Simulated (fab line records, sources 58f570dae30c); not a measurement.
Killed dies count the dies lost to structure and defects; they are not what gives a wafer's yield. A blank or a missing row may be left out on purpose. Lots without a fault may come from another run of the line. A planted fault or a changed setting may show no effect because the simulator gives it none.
Split-lot study    flow berkeley_cmos170    23 wafers read across 5 lots, on a route 331 steps long

THE SPLIT
At UCB170_M1_SPUTTER_00 (material Al, target thk 600 nm, time 80 s), the setting time_s was moved away from the recipe's 80 s on 9 of the 23 wafers read, by -6.8% to +5.1%. All remaining wafers had this setting at the recipe value.

FROM THE SPLIT TO THE READING: what the file shows between them, 2 steps
- UCB170_M1_RS_MEAS_01: measures by four-point-probe
- UCB170_M1_THK_MEAS_02: measures by xrf

THE READING
oes_product_au, in a.u., at UCB170_M1_METAL_ETCH_12 (etches Al in Cl2/BCl3, stops on PSG, target depth 780 nm, time 130 s). On this fab line, fault-free wafers typically give 0.854 a.u. with a standard deviation of 0.009 a.u.

wafer   tool, chamber at the split  time_s as run, s  against the recipe  oes_product_au, a.u.  against lot-mates on the recipe
L074.1  pvd_sputter-04, -           80                recipe              0.866                 -
L074.2  pvd_sputter-04, -           80                recipe              0.862                 -
L074.3  pvd_sputter-04, -           74.56             -6.8%               0.822                 -0.040
L074.4  pvd_sputter-04, -           80                recipe              0.859                 -
L074.5  pvd_sputter-04, -           74.56             -6.8%               0.830                 -0.032
L076.1  pvd_sputter-01, -           76.76             -4.0%               0.817                 -0.027
L076.2  pvd_sputter-01, -           76.76             -4.0%               0.828                 -0.016
L076.4  pvd_sputter-01, -           80                recipe              0.842                 -
L076.5  pvd_sputter-01, -           80                recipe              0.838                 -
L076.6  pvd_sputter-01, -           80                recipe              0.852                 -
L080.1  pvd_sputter-03, -           80                recipe              0.849                 -
L080.2  pvd_sputter-03, -           80                recipe              0.840                 -
L080.6  pvd_sputter-03, -           80                recipe              0.848                 -
L083.1  pvd_sputter-01, -           84.07             +5.1%               0.879                 +0.026
L083.2  pvd_sputter-01, -           80                recipe              0.853                 -
L083.3  pvd_sputter-01, -           80                recipe              0.849                 -
L083.4  pvd_sputter-01, -           80                recipe              0.856                 -
L083.5  pvd_sputter-01, -           84.07             +5.1%               0.874                 +0.021
L084.1  pvd_sputter-04, -           80                recipe              0.872                 -
L084.2  pvd_sputter-04, -           83.32             +4.1%               0.887                 +0.019
L084.4  pvd_sputter-04, -           83.32             +4.1%               0.880                 +0.012
L084.5  pvd_sputter-04, -           83.32             +4.1%               0.877                 +0.009
L084.6  pvd_sputter-04, -           80                recipe              0.864                 -

FIT RESULTS
A straight line over all 23 wafers: oes_product_au changes by +0.00527 a.u. for each +1% of time_s; r = +0.87; the points scatter about the line by 0.0097 a.u.
The same after taking each lot's own level away (the mean of its wafers on the recipe; 23 wafers): +0.00471 a.u. for each +1%; r = +0.95; scatter 0.0049 a.u.
The reading moves by 0.032 a.u. for the largest change in time_s, on that fit.
From 0.8440 to 0.8680 a.u.: that is the span of the lots' own levels, equal to 2.7 times the standard deviation above.
So the slope is not independent of the lot-to-lot level: the two fits are not the same.
Check: -0.0312 a.u. against its lot-mates is what the line predicts for one of the wafers moved furthest among these (-6.8%) when that wafer is left out of the fit. It came out at -0.0403 a.u. against them.

THE WHOLE CHAIN: every reading that the file lists as answering this split, in the file's order
step                     what it does                                                          reading                                                                      change (the file's fit)                    r (the file's)
UCB170_M1_SPUTTER_00     material Al, target thk 600 nm, time 80 s                             Al_of_M1_SPUTTER_00.thk_nm (the simulator's own value, which no gauge read)  +6.1 nm for each +1% of the setting        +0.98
UCB170_M1_RS_MEAS_01     measures by four-point-probe                                          M1_AL_RS                                                                     -0.000526 for each +1% of the setting      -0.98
UCB170_M1_THK_MEAS_02    measures by xrf                                                       M1_AL_THK                                                                    +6.22 for each +1% of the setting          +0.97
UCB170_M1_METAL_ETCH_12  etches Al in Cl2/BCl3, stops on PSG, target depth 780 nm, time 130 s  oes_product_au                                                               +0.00486 a.u. for each +1% of the setting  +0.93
UCB170_M1_METAL_ETCH_12  etches Al in Cl2/BCl3, stops on PSG, target depth 780 nm, time 130 s  M1.feature_depth_nm (the simulator's own value, which no gauge read)         +5.86 nm for each +1% of the setting       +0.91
UCB170_M1_METAL_ETCH_12  etches Al in Cl2/BCl3, stops on PSG, target depth 780 nm, time 130 s  etch.depth_nm (the simulator's own value, which no gauge read)               +5.9 nm for each +1% of the setting        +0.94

THE FILE'S OWN FIT
oes_product_au changes by +0.00486 a.u. for each +1% of time_s, r = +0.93.
